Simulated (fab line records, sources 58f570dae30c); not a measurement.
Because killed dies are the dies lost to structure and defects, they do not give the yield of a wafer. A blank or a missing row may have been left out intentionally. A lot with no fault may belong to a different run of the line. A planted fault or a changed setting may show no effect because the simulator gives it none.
fab line records -- flow berkeley_cmos170
record lots=5, wafers=23
route steps=331 shown GATE@136 NLDD@159 SPACER@171 NSD@195 SDANNEAL@204 SILICIDE@211
start_h: start of the lot's first displayed wafer, in hours after the record's first day -- wait_h: time in hours since the lot's previous step -- " same as the row above -- L1.1+2: a row that stands for several wafers -- - no value, or no start was given -- * or withheld: withheld -- < > ~ a bound
route shown NAME@n: NAME is a module with steps in the file, n the number in the route of the first one -- usual: mean/standard deviation taken from wafers without a fault -- same: alike in all rows -- chamber/n: place in a boat -- sites: per-site readings -- _std_site: standard deviation of those values -- _edge_site: inner sites' mean taken away from outer sites' mean -- radius_mm: how far each site lies from the wafer's centre -- mask NAME#n: copy n -- behind: tool/chamber where the wafer was last shaped -- hold: reason for holding the lot/hours on hold/outcome of the hold -- device: the n, p or np transistor that did not switch -- end of line: tests of these same wafers at the route's end -- step lacking rows: just its recipe -- killed: count of dies lost to structure and defects at first sort (not the wafer's yield) -- map: the dies of a wafer, with x for killed, . for not killed, _ for no die there
set.NAME: the setting that was run; set.NAME@STEP: the one run at that earlier step -- model.NAME: the simulator's own value behind a step, which no gauge read
lots run with intentionally changed settings; tables by step, rows by wafer
## steps
# step UCB170_GATE_PEB_10
# recipe peb_temp_c=130, peb_time_s=withheld, resist=KrF
lot.wafer,tool,chamber,start_h,wait_h,set.peb_temp_c
L074.1+5+6,litho_track-03,0,151.14,0.3,130
L076.1+4+5,litho_track-01,0,151.59,0.3,132.1
L076.3+6,litho_track-01,0,151.59,0.3,130
L079.2+3,litho_track-01,0,151.89,0.2,130
L079.4+5+6,litho_track-01,0,151.89,0.2,132.1
L080.1+6,litho_track-04,0,177.02,0.2,130
L080.2+3+4,litho_track-04,0,177.02,0.2,127.4
L083.1+3,litho_track-04,0,191.59,0.1,130
L083.2+4+5,litho_track-04,0,191.59,0.1,133.3
# step UCB170_GATE_DEVELOP_11
# recipe developer=TMAH, develop_time_s=45, resist=KrF, dev_temp_c=21
# step UCB170_GATE_CD_MEAS_12
# recipe target_cd_nm=350
# usual cd_nm=349.4/1.2
lot.wafer,tool,chamber,start_h,wait_h,set.peb_temp_c@GATE_PEB_10,cd_nm
L074.1,cd_sem-02,-,151.41,-,130,350.5
L074.5,cd_sem-02,-,151.41,-,130,350.5
L074.6,cd_sem-02,-,151.41,-,130,350.7
L076.1,cd_sem-02,-,151.86,-,132.1,335.5
L076.3,cd_sem-02,-,151.86,-,130,347.4
L076.4,cd_sem-02,-,151.86,-,132.1,335.4
L076.5,cd_sem-02,-,151.86,-,132.1,335.2
L076.6,cd_sem-02,-,151.86,-,130,349.7
L079.2,cd_sem-02,-,152.16,-,130,351.6
L079.3,cd_sem-02,-,152.16,-,130,350.5
L079.4,cd_sem-02,-,152.16,-,132.1,338.4
L079.5,cd_sem-02,-,152.16,-,132.1,338.9
L079.6,cd_sem-02,-,152.16,-,132.1,336.9
L080.1,cd_sem-01,-,177.38,-,130,350.7
L080.2,cd_sem-01,-,177.38,-,127.4,370.1
L080.3,cd_sem-01,-,177.38,-,127.4,368.9
L080.4,cd_sem-01,-,177.38,-,127.4,370.9
L080.6,cd_sem-01,-,177.38,-,130,350.7
L083.1,cd_sem-01,-,191.87,-,130,347.8
L083.2,cd_sem-01,-,191.87,-,133.3,329.9
L083.3,cd_sem-01,-,191.87,-,130,348.5
L083.4,cd_sem-01,-,191.87,-,133.3,330.4
L083.5,cd_sem-01,-,191.87,-,133.3,330.2
# step UCB170_GATE_ETCH_14
# recipe chemistry=N2/H2, target_depth_a=withheld, overetch_a=withheld, target=BARC, time_s=withheld, source_w=500, bias_w=100, pressure_mtorr=30, n2_flow_sccm=100, h2_flow_sccm=200
# step UCB170_GATE_ETCH_15
# recipe chemistry=HBr/Cl2, target=poly-Si, stop_on=SiO2, over_etch_frac=0.3, icp_w=300, bias_w=150, time_s=56.3, pressure_mtorr=15, HBr_flow_sccm=150, Cl2_flow_sccm=50, target_depth_a=2782
lot.wafer,tool,chamber,start_h,wait_h,set.peb_temp_c@GATE_PEB_10,model.GATE.cd_nm
L074.1,rie_si-01,3,151.61,-,130,350.5
L074.5,rie_si-01,3,151.61,-,130,350.1
L074.6,rie_si-01,2,151.61,-,130,350.4
L076.1,rie_si-02,0,152.06,-,132.1,335.6
L076.3,rie_si-02,3,152.06,-,130,346.9
L076.4,rie_si-02,1,152.06,-,132.1,335.2
L076.5,rie_si-02,3,152.06,-,132.1,334.9
L076.6,rie_si-02,0,152.06,-,130,349.1
L079.2,rie_si-02,2,152.34,-,130,351.9
L079.3,rie_si-02,0,152.34,-,130,350.7
L079.4,rie_si-02,1,152.34,-,132.1,337.8
L079.5,rie_si-02,3,152.34,-,132.1,339.3
L079.6,rie_si-02,0,152.34,-,132.1,336.8
L080.1,rie_si-01,0,177.58,-,130,350.7
L080.2,rie_si-01,2,177.58,-,127.4,370.6
L080.3,rie_si-01,1,177.58,-,127.4,369
L080.4,rie_si-01,3,177.58,-,127.4,371.1
L080.6,rie_si-01,2,177.58,-,130,350.9
L083.1,rie_si-01,3,192.07,-,130,347.3
L083.2,rie_si-01,2,192.07,-,133.3,329.2
L083.3,rie_si-01,0,192.07,-,130,348.1
L083.4,rie_si-01,1,192.07,-,133.3,330.3
L083.5,rie_si-01,3,192.07,-,133.3,330.5
# step UCB170_GATE_STRIP_16
# recipe chemistry=O2, power_w=400, pressure_mtorr=3500, platen_temp_c=withheld, o2_flow_sccm=400, overash_fraction=0.5
# step UCB170_GATE_CD_MEAS_90
# recipe target_cd_nm=350
# usual cd_nm=349.3/1.3
lot.wafer,tool,chamber,start_h,wait_h,set.peb_temp_c@GATE_PEB_10,cd_nm
L074.1,cd_sem-01,-,151.76,0.1,130,350.9
L074.5,cd_sem-01,-,151.76,0.1,130,350.2
L074.6,cd_sem-01,-,151.76,0.1,130,350.4
L076.1,cd_sem-01,-,152.21,0.1,132.1,335.8
L076.3,cd_sem-01,-,152.21,0.1,130,347.0
L076.4,cd_sem-01,-,152.21,0.1,132.1,335.4
L076.5,cd_sem-01,-,152.21,0.1,132.1,334.9
L076.6,cd_sem-01,-,152.21,0.1,130,349.3
L079.2,cd_sem-02,-,152.50,0.1,130,351.9
L079.3,cd_sem-02,-,152.50,0.1,130,350.7
L079.4,cd_sem-02,-,152.50,0.1,132.1,337.6
L079.5,cd_sem-02,-,152.50,0.1,132.1,339.5
L079.6,cd_sem-02,-,152.50,0.1,132.1,336.6
L080.1,cd_sem-01,-,177.74,0.1,130,350.6
L080.2,cd_sem-01,-,177.74,0.1,127.4,370.4
L080.3,cd_sem-01,-,177.74,0.1,127.4,368.8
L080.4,cd_sem-01,-,177.74,0.1,127.4,371.1
L080.6,cd_sem-01,-,177.74,0.1,130,351.0
L083.1,cd_sem-02,-,192.26,0.1,130,347.1
L083.2,cd_sem-02,-,192.26,0.1,133.3,329.6
L083.3,cd_sem-02,-,192.26,0.1,130,348.0
L083.4,cd_sem-02,-,192.26,0.1,133.3,330.2
L083.5,cd_sem-02,-,192.26,0.1,133.3,330.2
# step UCB170_NLDD_COAT_01
# recipe resist=KrF, spin_rpm=1500, resist_thk_nm=900
lot.wafer,tool,chamber,start_h,wait_h,set.resist_thk_nm,model.KrF_of_NLDD_COAT_01.thk_nm
L074.1,litho_track-03,0,157.69,0.1,900,900.8
L074.5,litho_track-03,0,157.69,0.1,900,897.3
L074.6,litho_track-03,0,157.69,0.1,900,900.1
L076.1+5,litho_track-03,0,158.14,0.1,900,902.9
L076.3,litho_track-03,0,158.14,0.1,900,904.7
L076.4,litho_track-03,0,158.14,0.1,883.7,884.2
L076.6,litho_track-03,0,158.14,0.1,883.7,884.5
L079.2,litho_track-02,0,159.38,0.1,854.6,858
L079.3,litho_track-02,0,159.38,0.1,900,901.8
L079.4,litho_track-02,0,159.38,0.1,854.6,857.4
L079.5,litho_track-02,0,159.38,0.1,854.6,856.3
L079.6,litho_track-02,0,159.38,0.1,900,907.9
L080.1,litho_track-04,0,180.20,0.1,900,899.7
L080.2,litho_track-04,0,180.20,0.1,938.3,935.2
L080.3,litho_track-04,0,180.20,0.1,938.3,932.7
L080.4,litho_track-04,0,180.20,0.1,900,899.5
L080.6,litho_track-04,0,180.20,0.1,938.3,935.3
L083.1,litho_track-04,0,194.55,0.1,900,898.5
L083.2,litho_track-04,0,194.55,0.1,900,900.5
L083.3,litho_track-04,0,194.55,0.1,900,902.1
L083.4,litho_track-04,0,194.55,0.1,900,899.7
L083.5,litho_track-04,0,194.55,0.1,900,901.5
# step UCB170_NLDD_IMPLANT_09
# recipe species=As, dose_cm2=5e+13, energy_kev=30, tilt_deg=7, rotation_deg=180
lot.wafer,tool,chamber,start_h,wait_h,set.energy_kev,model.implant.rp_nm,model.implant.drp_nm
L074.1+5+6,implanter-04,0,159.47,0.1,30,20.74,9.611
L076.1+3+4+5+6,implanter-04,0,160.58,0.1,30,21,9.611
L079.2+3+4,implanter-04,0,161.26,0.1,31.36,22.48,9.929
L079.5+6,implanter-04,0,161.26,0.1,30,21.73,9.611
L080.1+2,implanter-02,0,181.32,0.1,29.21,20.76,9.426
L080.3+4+6,implanter-02,0,181.32,0.1,30,21.18,9.611
L083.1+5,implanter-03,0,195.63,0.1,30.87,22.34,9.814
L083.2+3+4,implanter-03,0,195.63,0.1,30,21.86,9.611
# step UCB170_NLDD_STRIP_10
# recipe chemistry=O2, power_w=400, pressure_mtorr=3500, platen_temp_c=withheld, o2_flow_sccm=400, overash_fraction=0.5
# usual strip_time_to_endpoint_s=21.64/0.08
lot.wafer,tool,chamber,start_h,wait_h,set.resist_thk_nm@NLDD_COAT_01,strip_time_to_endpoint_s
L074.1,plasma_asher-04,0,159.62,0.1,900,21.65
L074.5,plasma_asher-04,1,159.62,0.1,900,21.57
L074.6,plasma_asher-04,0,159.62,0.1,900,21.61
L076.1,plasma_asher-03,0,160.73,0.1,900,21.70
L076.3,plasma_asher-03,0,160.73,0.1,900,21.74
L076.4,plasma_asher-03,1,160.73,0.1,883.7,21.26
L076.5,plasma_asher-03,1,160.73,0.1,900,21.71
L076.6,plasma_asher-03,0,160.73,0.1,883.7,21.27
L079.2,plasma_asher-02,0,161.38,0.1,854.6,20.61
L079.3,plasma_asher-02,1,161.38,0.1,900,21.67
L079.4,plasma_asher-02,0,161.38,0.1,854.6,20.61
L079.5,plasma_asher-02,1,161.38,0.1,854.6,20.57
L079.6,plasma_asher-02,0,161.38,0.1,900,21.83
L080.1,plasma_asher-02,1,181.47,0.1,900,21.63
L080.2,plasma_asher-02,0,181.47,0.1,938.3,22.47
L080.3,plasma_asher-02,1,181.47,0.1,938.3,22.42
L080.4,plasma_asher-02,0,181.47,0.1,900,21.61
L080.6,plasma_asher-02,1,181.47,0.1,938.3,22.48
L083.1,plasma_asher-04,1,195.78,0.1,900,21.60
L083.2,plasma_asher-04,0,195.78,0.1,900,21.64
L083.3,plasma_asher-04,0,195.78,0.1,900,21.68
L083.4,plasma_asher-04,1,195.78,0.1,900,21.61
L083.5,plasma_asher-04,1,195.78,0.1,900,21.66
# step UCB170_SPACER_CVD_00
# recipe material=SiO2, target_thk_nm=376, temp_c=390, precursor=TEOS/O2, time_s=47, rf_w=550, pressure_mtorr=9000
lot.wafer,tool,chamber,start_h,wait_h,set.time_s,model.SiO2_of_SPACER_CVD_00.thk_nm
L074.1+6,pecvd-02,"1,2",159.96,0.0,47,375
L074.5,pecvd-02,0,159.96,0.0,47,379.7
L076.1,pecvd-02,2,161.07,0.0,47,373.3
L076.3,pecvd-02,1,161.07,0.0,43.41,346.6
L076.4,pecvd-02,1,161.07,0.0,47,384
L076.5,pecvd-02,0,161.07,0.0,43.41,356.8
L076.6,pecvd-02,2,161.07,0.0,47,380.5
L079.2,pecvd-02,0,161.72,0.0,47,378.6
L079.3,pecvd-02,1,161.72,0.0,47,380.1
L079.4,pecvd-02,1,161.72,0.0,47,381.4
L079.5,pecvd-02,2,161.72,0.0,47,382.3
L079.6,pecvd-02,0,161.72,0.0,47,381.3
L080.1,pecvd-04,0,181.82,0.0,39.97,313.9
L080.2,pecvd-04,1,181.82,0.0,39.97,316.6
L080.3,pecvd-04,2,181.82,0.0,47,370.5
L080.4,pecvd-04,2,181.82,0.0,39.97,319.3
L080.6,pecvd-04,0,181.82,0.0,47,375.2
L083.1,pecvd-02,0,196.19,0.0,41.31,327.7
L083.2,pecvd-02,1,196.19,0.0,41.31,330.6
L083.3,pecvd-02,2,196.19,0.0,47,370.8
L083.4,pecvd-02,0,196.19,0.0,47,378.9
L083.5,pecvd-02,1,196.19,0.0,41.31,337.3
# step UCB170_SPACER_THK_MEAS_01
# recipe reads=SiO2_of_SPACER_CVD_00
# usual SPACER_TEOS_THK=377/4.1
lot.wafer,tool,chamber,start_h,wait_h,set.time_s@SPACER_CVD_00,SPACER_TEOS_THK[nm]
L074.1,film_metro-02,-,160.00,0.0,47,375
L074.5,film_metro-02,-,160.00,0.0,47,380
L074.6,film_metro-02,-,160.00,0.0,47,375
L076.1,film_metro-02,-,161.11,0.0,47,373
L076.3,film_metro-02,-,161.11,0.0,43.41,347
L076.4,film_metro-02,-,161.11,0.0,47,384
L076.5,film_metro-02,-,161.11,0.0,43.41,357
L076.6,film_metro-02,-,161.11,0.0,47,381
L079.2,film_metro-02,-,161.77,0.0,47,378
L079.3,film_metro-02,-,161.77,0.0,47,380
L079.4,film_metro-02,-,161.77,0.0,47,381
L079.5,film_metro-02,-,161.77,0.0,47,382
L079.6,film_metro-02,-,161.77,0.0,47,381
L080.1,film_metro-02,-,181.86,0.0,39.97,314
L080.2,film_metro-02,-,181.86,0.0,39.97,317
L080.3,film_metro-02,-,181.86,0.0,47,371
L080.4,film_metro-02,-,181.86,0.0,39.97,319
L080.6,film_metro-02,-,181.86,0.0,47,375
L083.1,film_metro-02,-,196.23,0.0,41.31,328
L083.2,film_metro-02,-,196.23,0.0,41.31,331
L083.3,film_metro-02,-,196.23,0.0,47,371
L083.4,film_metro-02,-,196.23,0.0,47,379
L083.5,film_metro-02,-,196.23,0.0,41.31,337
# step UCB170_SPACER_ANNEAL_02
# recipe temp_c=900, time_s=1800, ambient=N2
# step UCB170_SPACER_ETCHBACK_03
# recipe stop_on=Si, target=SiO2, chemistry=CHF3/CF4/Ar, CHF3_flow_sccm=50, cf4_flow_sccm=10, Ar_flow_sccm=120, pressure_mtorr=200, rf_w=500, target_depth_a=3760, time_s=100
# usual oes_product_au=0.902/0.013
lot.wafer,tool,chamber,start_h,wait_h,set.time_s@SPACER_CVD_00,oes_product_au,model.etch.depth_nm
L074.1,rie_diel-03,3,164.73,0.0,47,0.923,375
L074.5,rie_diel-03,1,164.73,0.0,47,0.903,379.7
L074.6,rie_diel-03,2,164.73,0.0,47,0.896,375
L076.1,rie_diel-03,2,164.81,0.1,47,0.897,373.3
L076.3,rie_diel-03,0,164.81,0.1,43.41,0.848,346.6
L076.4,rie_diel-03,1,164.81,0.1,47,0.923,384
L076.5,rie_diel-03,3,164.81,0.1,43.41,0.885,356.8
L076.6,rie_diel-03,0,164.81,0.1,47,0.920,380.5
L079.2,rie_diel-03,3,164.88,0.1,47,0.932,-
L079.3,rie_diel-03,1,164.88,0.1,47,0.907,-
L079.4,rie_diel-03,0,164.88,0.1,47,0.919,381.4
L079.5,rie_diel-03,1,164.88,0.1,47,0.908,382.3
L079.6,rie_diel-03,2,164.88,0.1,47,0.901,-
L080.1,rie_diel-03,1,188.11,0.0,39.97,0.789,313.9
L080.2,rie_diel-03,0,188.11,0.0,39.97,0.805,316.6
L080.3,rie_diel-03,2,188.11,0.0,47,0.884,370.5
L080.4,rie_diel-03,2,188.11,0.0,39.97,0.806,319.3
L080.6,rie_diel-03,1,188.11,0.0,47,0.897,375.2
L083.1,rie_diel-01,0,202.11,0.0,41.31,0.811,327.7
L083.2,rie_diel-01,1,202.11,0.0,41.31,0.819,330.6
L083.3,rie_diel-01,2,202.11,0.0,47,0.881,-
L083.4,rie_diel-01,3,202.11,0.0,47,0.895,-
L083.5,rie_diel-01,0,202.11,0.0,41.31,0.815,337.3
# step UCB170_NSD_IMPLANT_08
# recipe species=P, dose_cm2=3e+15, energy_kev=40, tilt_deg=7
lot.wafer,tool,chamber,start_h,wait_h,set.dose_cm2
L074.1+5+6,implanter-03,0,168.59,0.0,3e+15
L076.1+3,implanter-02,0,169.04,0.0,2.926e+15
L076.4+5+6,implanter-02,0,169.04,0.0,3e+15
L079.2+4+6,implanter-01,0,169.30,0.0,3e+15
L079.3+5,implanter-01,0,169.30,0.0,3.177e+15
L080.1+2+3+4+6,implanter-01,0,194.88,0.0,3e+15
L083.1+2+3+4+5,implanter-02,0,205.49,0.0,3e+15
# step UCB170_NSD_STRIP_09
# recipe chemistry=O2, power_w=400, pressure_mtorr=3500, platen_temp_c=withheld, o2_flow_sccm=400, overash_fraction=0.5
# usual strip_time_to_endpoint_s=35.80/0.078
lot.wafer,tool,chamber,start_h,wait_h,set.dose_cm2@NSD_IMPLANT_08,strip_time_to_endpoint_s
L074.1,plasma_asher-04,1,168.74,0.1,3e+15,35.74
L074.5,plasma_asher-04,0,168.74,0.1,3e+15,35.62
L074.6,plasma_asher-04,1,168.74,0.1,3e+15,35.67
L076.1,plasma_asher-04,1,169.19,0.1,2.926e+15,35.75
L076.3,plasma_asher-04,1,169.19,0.1,2.926e+15,35.77
L076.4,plasma_asher-04,0,169.19,0.1,3e+15,35.89
L076.5,plasma_asher-04,1,169.19,0.1,3e+15,35.87
L076.6,plasma_asher-04,0,169.19,0.1,3e+15,35.89
L079.2,plasma_asher-03,0,169.43,0.1,3e+15,35.87
L079.3,plasma_asher-03,0,169.43,0.1,3.177e+15,36.51
L079.4,plasma_asher-03,1,169.43,0.1,3e+15,35.89
L079.5,plasma_asher-03,0,169.43,0.1,3.177e+15,36.38
L079.6,plasma_asher-03,1,169.43,0.1,3e+15,35.81
L080.1,plasma_asher-01,1,195.03,0.1,3e+15,35.93
L080.2,plasma_asher-01,0,195.03,0.1,3e+15,35.87
L080.3,plasma_asher-01,0,195.03,0.1,3e+15,35.79
L080.4,plasma_asher-01,1,195.03,0.1,3e+15,35.86
L080.6,plasma_asher-01,0,195.03,0.1,3e+15,35.86
L083.1,plasma_asher-03,0,205.64,0.1,3e+15,35.79
L083.2,plasma_asher-03,1,205.64,0.1,3e+15,35.81
L083.3,plasma_asher-03,0,205.64,0.1,3e+15,35.72
L083.4,plasma_asher-03,1,205.64,0.1,3e+15,35.73
L083.5,plasma_asher-03,0,205.64,0.1,3e+15,35.72
# step UCB170_SDANNEAL_RTA_00
# recipe temp_c=900, time_s=10, ambient=N2
lot.wafer,tool,chamber,start_h,wait_h,set.time_s
L074.1+5+6,rtp_anneal-02,0,169.95,0.0,10
L076.1+3+6,rtp_anneal-02,0,170.42,0.0,9.42
L076.4+5,rtp_anneal-02,0,170.42,0.0,10
L079.2+3+4+5+6,rtp_anneal-02,0,170.79,0.0,10
L080.1+2+3+4+6,rtp_anneal-01,0,196.46,0.0,10
L083.1+4,rtp_anneal-01,0,206.70,0.0,10
L083.2+3+5,rtp_anneal-01,0,206.70,0.0,10.83
# step UCB170_SDANNEAL_RTA_01
# recipe temp_c=1050, time_s=5, ambient=N2
# step UCB170_SDANNEAL_RS_MEAS_03
# recipe thk_meas_gauge=four-point-probe
# usual NSD_RS=37.32/0.076
lot.wafer,tool,chamber,start_h,wait_h,set.dose_cm2@NSD_IMPLANT_08,NSD_RS[ohm/sq]
L074.1,film_metro-01,-,170.19,0.1,3e+15,37.35
L074.5,film_metro-01,-,170.19,0.1,3e+15,37.47
L074.6,film_metro-01,-,170.19,0.1,3e+15,37.42
L076.1,film_metro-03,-,170.72,0.1,2.926e+15,37.85
L076.3,film_metro-03,-,170.72,0.1,2.926e+15,37.74
L076.4,film_metro-03,-,170.72,0.1,3e+15,37.33
L076.5,film_metro-03,-,170.72,0.1,3e+15,37.43
L076.6,film_metro-03,-,170.72,0.1,3e+15,37.26
L079.2,film_metro-04,-,171.08,0.1,3e+15,37.36
L079.3,film_metro-04,-,171.08,0.1,3.177e+15,36.32
L079.4,film_metro-04,-,171.08,0.1,3e+15,37.36
L079.5,film_metro-04,-,171.08,0.1,3.177e+15,36.30
L079.6,film_metro-04,-,171.08,0.1,3e+15,37.33
L080.1,film_metro-01,-,196.71,0.1,3e+15,37.19
L080.2,film_metro-01,-,196.71,0.1,3e+15,37.27
L080.3,film_metro-01,-,196.71,0.1,3e+15,37.27
L080.4,film_metro-01,-,196.71,0.1,3e+15,37.22
L080.6,film_metro-01,-,196.71,0.1,3e+15,37.22
L083.1,film_metro-01,-,206.95,0.1,3e+15,37.21
L083.2,film_metro-01,-,206.95,0.1,3e+15,37.22
L083.3,film_metro-01,-,206.95,0.1,3e+15,37.19
L083.4,film_metro-01,-,206.95,0.1,3e+15,37.24
L083.5,film_metro-01,-,206.95,0.1,3e+15,37.29
# step UCB170_SILICIDE_SPUTTER_01
# recipe material=Ti, target_thk_nm=30, time_s=25, power_w=1500, chamber_pressure_pa=0.5
lot.wafer,tool,chamber,start_h,wait_h,set.time_s,model.Ti_of_SILICIDE_SPUTTER_01.thk_nm
L074.1,pvd_sputter-04,-,170.62,0.0,25,30.57
L074.5,pvd_sputter-04,-,170.62,0.0,25,30.32
L074.6,pvd_sputter-04,-,170.62,0.0,25,30.13
L076.1,pvd_sputter-04,-,171.15,0.0,25,29.77
L076.3,pvd_sputter-04,-,171.15,0.0,25,29.69
L076.4,pvd_sputter-04,-,171.15,0.0,25,29.83
L076.5,pvd_sputter-04,-,171.15,0.0,25,29.85
L076.6,pvd_sputter-04,-,171.15,0.0,25,29.86
L079.2,pvd_sputter-03,-,171.49,0.0,23.5,28.16
L079.3,pvd_sputter-03,-,171.49,0.0,25,30.07
L079.4,pvd_sputter-03,-,171.49,0.0,23.5,28.01
L079.5,pvd_sputter-03,-,171.49,0.0,25,29.8
L079.6,pvd_sputter-03,-,171.49,0.0,25,29.91
L080.1,pvd_sputter-03,-,197.13,0.0,25,29.65
L080.2,pvd_sputter-03,-,197.13,0.0,25,29.86
L080.3,pvd_sputter-03,-,197.13,0.0,27.99,33.33
L080.4,pvd_sputter-03,-,197.13,0.0,27.99,33.12
L080.6,pvd_sputter-03,-,197.13,0.0,25,29.74
L083.1,pvd_sputter-02,-,207.38,0.0,25,30.62
L083.2+4,pvd_sputter-02,-,207.38,0.0,25,30.55
L083.3,pvd_sputter-02,-,207.38,0.0,26.43,32.36
L083.5,pvd_sputter-02,-,207.38,0.0,26.43,32.4
# step UCB170_SILICIDE_RS_MEAS_02
# recipe thk_meas_gauge=four-point-probe, reads=Ti_of_SILICIDE_SPUTTER_01
# usual SILICIDE_TI_RS=26.1/0.31
lot.wafer,tool,chamber,start_h,wait_h,set.time_s@SILICIDE_SPUTTER_01,SILICIDE_TI_RS[ohm/sq]
L074.1,film_metro-02,-,170.68,0.0,25,25.5
L074.5,film_metro-02,-,170.68,0.0,25,25.8
L074.6,film_metro-02,-,170.68,0.0,25,26.1
L076.1,film_metro-02,-,171.32,0.2,25,26.5
L076.3,film_metro-02,-,171.32,0.2,25,26.6
L076.4,film_metro-02,-,171.32,0.2,25,26.5
L076.5,film_metro-02,-,171.32,0.2,25,26.4
L076.6,film_metro-02,-,171.32,0.2,25,26.4
L079.2,film_metro-01,-,171.54,0.0,23.5,28.2
L079.3,film_metro-01,-,171.54,0.0,25,26.0
L079.4,film_metro-01,-,171.54,0.0,23.5,28.2
L079.5,film_metro-01,-,171.54,0.0,25,26.3
L079.6,film_metro-01,-,171.54,0.0,25,26.2
L080.1,film_metro-04,-,197.16,0.0,25,26.4
L080.2,film_metro-04,-,197.16,0.0,25,26.3
L080.3,film_metro-04,-,197.16,0.0,27.99,23.0
L080.4,film_metro-04,-,197.16,0.0,27.99,23.2
L080.6,film_metro-04,-,197.16,0.0,25,26.4
L083.1,film_metro-01,-,207.42,0.0,25,25.4
L083.2,film_metro-01,-,207.42,0.0,25,25.5
L083.3,film_metro-01,-,207.42,0.0,26.43,23.9
L083.4,film_metro-01,-,207.42,0.0,25,25.6
L083.5,film_metro-01,-,207.42,0.0,26.43,23.9
# step UCB170_SILICIDE_THK_MEAS_03
# recipe thk_meas_gauge=xrf, reads=Ti_of_SILICIDE_SPUTTER_01
# usual SILICIDE_TI_THK=30.50/0.29
lot.wafer,tool,chamber,start_h,wait_h,set.time_s@SILICIDE_SPUTTER_01,SILICIDE_TI_THK[nm]
L074.1,film_metro-02,-,170.80,0.1,25,31.29
L074.5,film_metro-02,-,170.80,0.1,25,30.86
L074.6,film_metro-02,-,170.80,0.1,25,30.69
L076.1,film_metro-02,-,171.44,0.1,25,30.35
L076.3,film_metro-02,-,171.44,0.1,25,30.28
L076.4,film_metro-02,-,171.44,0.1,25,30.47
L076.5,film_metro-02,-,171.44,0.1,25,30.37
L076.6,film_metro-02,-,171.44,0.1,25,30.54
L079.2,film_metro-01,-,171.65,0.1,23.5,28.65
L079.3,film_metro-01,-,171.65,0.1,25,30.41
L079.4,film_metro-01,-,171.65,0.1,23.5,28.30
L079.5,film_metro-01,-,171.65,0.1,25,30.24
L079.6,film_metro-01,-,171.65,0.1,25,30.08
L080.1,film_metro-04,-,197.28,0.1,25,30.17
L080.2,film_metro-04,-,197.28,0.1,25,30.35
L080.3,film_metro-04,-,197.28,0.1,27.99,33.77
L080.4,film_metro-04,-,197.28,0.1,27.99,33.74
L080.6,film_metro-04,-,197.28,0.1,25,30.26
L083.1,film_metro-01,-,207.54,0.1,25,30.96
L083.2,film_metro-01,-,207.54,0.1,25,30.84
L083.3,film_metro-01,-,207.54,0.1,26.43,32.72
L083.4,film_metro-01,-,207.54,0.1,25,30.90
L083.5,film_metro-01,-,207.54,0.1,26.43,32.59
## key
split step=UCB170_GATE_PEB_10, setting=peb_temp_c, stated=130, by=wafer
response step=UCB170_GATE_CD_MEAS_12, reading=cd_nm, change=-8.08, per=1%, r=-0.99
response step=UCB170_GATE_ETCH_15, reading=model.GATE.cd_nm, change=-8.04, per=1%, r=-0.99
response step=UCB170_GATE_CD_MEAS_90, reading=cd_nm, change=-8.02, per=1%, r=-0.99
split step=UCB170_NLDD_COAT_01, setting=resist_thk_nm, stated=900, by=wafer
response step=UCB170_NLDD_COAT_01, reading=model.KrF_of_NLDD_COAT_01.thk_nm, change=+9.02, per=1%, r=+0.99
response step=UCB170_NLDD_STRIP_10, reading=strip_time_to_endpoint_s, change=*, per=1%, r=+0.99
split step=UCB170_NLDD_IMPLANT_09, setting=energy_kev, stated=30, by=wafer
response step=UCB170_NLDD_IMPLANT_09, reading=model.implant.rp_nm, change=+0.165, per=1%, r=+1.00
response step=UCB170_NLDD_IMPLANT_09, reading=model.implant.drp_nm, change=+0.0702, per=1%, r=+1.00
split step=UCB170_SPACER_CVD_00, setting=time_s, stated=47, by=wafer
response step=UCB170_SPACER_CVD_00, reading=model.SiO2_of_SPACER_CVD_00.thk_nm, change=+3.66, per=1%, r=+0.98
response step=UCB170_SPACER_THK_MEAS_01, reading=SPACER_TEOS_THK, change=+3.68, per=1%, r=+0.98
response step=UCB170_SPACER_ETCHBACK_03, reading=oes_product_au, change=+0.00606, per=1%, r=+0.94
response step=UCB170_SPACER_ETCHBACK_03, reading=model.etch.depth_nm, change=+3.73, per=1%, r=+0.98
split step=UCB170_NSD_IMPLANT_08, setting=dose_cm2, stated=3e+15, by=wafer
response step=UCB170_NSD_STRIP_09, reading=strip_time_to_endpoint_s, change=*, per=1%, r=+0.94
response step=UCB170_SDANNEAL_RS_MEAS_03, reading=NSD_RS, change=-0.178, per=1%, r=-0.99
split step=UCB170_SDANNEAL_RTA_00, setting=time_s, stated=10, by=wafer
response none clear
split step=UCB170_SILICIDE_SPUTTER_01, setting=time_s, stated=25, by=wafer
response step=UCB170_SILICIDE_SPUTTER_01, reading=model.Ti_of_SILICIDE_SPUTTER_01.thk_nm, change=+0.297, per=1%, r=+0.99
response step=UCB170_SILICIDE_RS_MEAS_02, reading=SILICIDE_TI_RS, change=-0.284, per=1%, r=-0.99
response step=UCB170_SILICIDE_THK_MEAS_03, reading=SILICIDE_TI_THK, change=+0.295, per=1%, r=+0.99
